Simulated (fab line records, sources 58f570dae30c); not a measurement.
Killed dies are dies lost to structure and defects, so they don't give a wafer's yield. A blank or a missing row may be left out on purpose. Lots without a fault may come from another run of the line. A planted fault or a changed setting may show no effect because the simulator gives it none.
Chamber matching | flow berkeley_cmos170 | UCB170_V1_CMP_02 on cmp-02: 4 sister chambers
The step polishes SiO2. 8 wafers are shown with their chamber, then 7 later ones without.

WAFERS WITH THEIR CHAMBER
wafer  | chamber | motor_current_A (A)
L891.2 | 2       | 13.3
L894.2 | 2       | 12.3
L894.5 | 3       | 15.6
L899.2 | 0       | 16.2
L899.4 | 1       | 20.0
L899.5 | 3       | 14.8
L909.1 | 1       | 20.0
L909.4 | 0       | 15.3

WAFERS WITHOUT THEIR CHAMBER
wafer  | motor_current_A (A)
L909.5 | 16.0
L911.1 | 12.9
L911.2 | 20.9
L911.6 | 21.0
L912.1 | 15.4
L912.3 | 13.5
L912.6 | 19.8

WHICH CHAMBER EACH WENT THROUGH
wafer  | from the rows above     | in truth
L909.5 | can't be placed: 0 or 3 | 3
L911.1 | 2                       | 2
L911.2 | 1                       | 1
L911.6 | 1                       | 1
L912.1 | can't be placed: 3 or 0 | 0
L912.3 | can't be placed: 2 or 3 | 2
L912.6 | 1                       | 1
Placed correctly: 4 of 7. Can't be placed from these rows: 3 (the true chamber is among the candidates in 3). Placed wrongly: 0.
How it was worked out, from the rows above alone: a wafer's distance from a chamber is the root of the sum, over the readings, of the square of ((its reading less the chamber's mean) divided by the reading's scatter). The wafer belongs to the nearest chamber; if the next one is less than 2 further off, it can't be placed. A chamber's mean is the mean of its shown wafers. The scatter: the root of (the sum of the squares of (reading less its chamber's mean) over the shown wafers, divided by (wafers less chambers)).
